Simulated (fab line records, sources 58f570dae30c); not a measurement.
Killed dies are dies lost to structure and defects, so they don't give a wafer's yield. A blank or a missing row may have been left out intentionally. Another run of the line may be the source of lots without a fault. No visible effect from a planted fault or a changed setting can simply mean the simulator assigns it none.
What tool caused it? + flow berkeleyCmos170 + Sampling: 7 lots, 21 wafers, 2 of 331 route steps

== WHAT THE GAUGES SHOWED, per wafer ==
UCB170_PLDD_CD_MEAS_06: target cd 1200 nm.
| lot  | measured     | on       | cdNm (nm)                                 |
|------|--------------|----------|-------------------------------------------|
| L495 | day 7 14:40  | cdSem-01 | 1201.2 1199.8 1200.8                      |
| L496 | day 8 06:52  | cdSem-02 | 1201.3 1201.2 1198.7                      |
| L500 | day 8 14:49  | cdSem-01 | 1201.1 1201.7 1203.5                      |
| L503 | day 9 18:33  | cdSem-01 | 1199.5 1200.2 1199.4                      |
| L507 | day 10 01:04 | cdSem-02 | 1182.7 1183.1 1183.9 1183.0 1182.6 1184.1 |
| L508 | day 10 18:23 | cdSem-02 | 1186.7 1185.7 1186.4 1186.3 1186.1 1185.9 |
| L513 | day 11 09:23 | cdSem-02 | 1198.2 1199.5 1199.0                      |

== TOOL THAT RAN EACH LOT (tool first, then ch and the chambers of the sampled wafers, then the start) ==
| lot  | UCB170_PLDD_DEVELOP_05           |
|------|----------------------------------|
| L495 | lithoTrack-03 ch 0, day 7 14:00  |
| L496 | lithoTrack-02 ch 0, day 8 06:00  |
| L500 | lithoTrack-04 ch 0, day 8 14:00  |
| L503 | lithoTrack-04 ch 0, day 9 18:00  |
| L507 | lithoTrack-02 ch 0, day 10 00:00 |
| L508 | lithoTrack-02 ch 0, day 10 18:00 |
| L513 | lithoTrack-03 ch 0, day 11 09:00 |
- UCB170_PLDD_DEVELOP_05: develop time 45 s.

== THE ANSWER, worked out from the rows above alone ==
Rule: the usual values come from the lots themselves. The widest of any qualifying gaps counts: lots, ordered by their means at a reading, are off when they make up no more than a third of the lots, leave a main group of 4 or more, and stand apart from it by 3 or more times the standard deviation of that group's means. A main group is skipped when, at the precision printed for the reading in the tables above, its means are all equal. Also off: a lot with no number at a reading for which 4 or more lots have one. The other lots that the step has rows for count as sound.
Off: L507, L508 (UCB170_PLDD_CD_MEAS_06, cdNm). The main group has a mean of 1200.3 nm with a standard deviation of 1.1.
If a tool, at a process step before that reading, ran all the lots that are off and no sound lot after the first of them, it fits. The gauges at UCB170_PLDD_CD_MEAS_06 are tried like those tools. One fits: lithoTrack-02 at UCB170_PLDD_DEVELOP_05. Its last sound lot is L496 (day 8 06:00), its first lot that is off L507 (day 10 00:00): a fault that began between those two fits.

== WHAT WAS PUT IN BY THE SIMULATOR ==
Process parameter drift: lithoTrack-02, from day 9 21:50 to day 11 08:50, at UCB170_PLDD_DEVELOP_05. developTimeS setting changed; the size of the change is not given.
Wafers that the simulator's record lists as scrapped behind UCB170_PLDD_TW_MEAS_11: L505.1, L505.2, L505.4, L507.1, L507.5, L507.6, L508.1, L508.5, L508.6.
Lots struck among those shown: L507, L508. The rule above found the same.
